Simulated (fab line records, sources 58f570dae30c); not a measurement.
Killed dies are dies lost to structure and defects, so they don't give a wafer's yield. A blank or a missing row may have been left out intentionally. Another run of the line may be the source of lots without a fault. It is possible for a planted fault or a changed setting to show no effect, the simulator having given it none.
Matching of chambers + flow berkeley_cmos170 + 4 sister chambers for UCB170_V1_CMP_02 on cmp-02
The step polishes SiO2. 14 wafers are shown with their chamber, then 7 later ones without.

## WAFERS WITH THEIR CHAMBER
| wafer  | chamber | motor_current_A (A) |
|--------|---------|---------------------|
| L770.2 | 0       | 14.9                |
| L770.4 | 2       | 16.1                |
| L770.6 | 0       | 16.1                |
| L773.3 | 2       | 16.5                |
| L773.5 | 2       | 16.2                |
| L773.6 | 1       | 15.6                |
| L783.1 | 1       | 15.4                |
| L783.2 | 3       | 18.0                |
| L783.5 | 2       | 17.1                |
| L784.3 | 2       | 16.6                |
| L784.4 | 0       | 15.1                |
| L784.6 | 3       | 17.4                |
| L786.1 | 3       | 17.0                |
| L786.2 | 0       | 15.4                |

SIGNATURES (means of the wafers above)
| reading         | chamber 0 | chamber 1 | chamber 2 | chamber 3 | scatter within a chamber |
|-----------------|-----------|-----------|-----------|-----------|--------------------------|
| motor_current_A | 15.375    | 15.500    | 16.500    | 17.467    | 0.444                    |
Rule: for a wafer and a chamber, the distance is found by dividing, reading by reading, the gap between the wafer's reading and the chamber's mean by the reading's scatter, squaring, summing and taking the root. The wafer belongs to the nearest chamber; if the next one is less than 2 further off, it can't be placed. The scatter: take each reading less its chamber's mean, square it, sum over the shown wafers, divide by the number of wafers less the number of chambers, and take the root.

## WAFERS WITHOUT THEIR CHAMBER
| wafer  | motor_current_A (A) |
|--------|---------------------|
| L786.3 | 16.0                |
| L788.1 | 16.6                |
| L788.2 | 16.0                |
| L788.5 | 16.8                |
| L791.3 | 16.7                |
| L791.4 | 15.8                |
| L791.6 | 17.6                |

## WHICH CHAMBER EACH ONE RAN IN
| wafer  | from the rows above          | in truth                   |
|--------|------------------------------|----------------------------|
| L786.3 | can't be placed: 1 or 2 or 0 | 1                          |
| L788.1 | can't be placed: 2 or 3      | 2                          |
| L788.2 | can't be placed: 1 or 2 or 0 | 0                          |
| L788.5 | can't be placed: 2 or 3      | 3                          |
| L791.3 | can't be placed: 2 or 3      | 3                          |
| L791.4 | can't be placed: 1 or 0 or 2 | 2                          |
| L791.6 | 3                            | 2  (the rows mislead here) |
Placed correctly: 0 of 7. Not placeable from these rows: 6 (in 6, the candidates include the true chamber). Placed wrongly: 1.
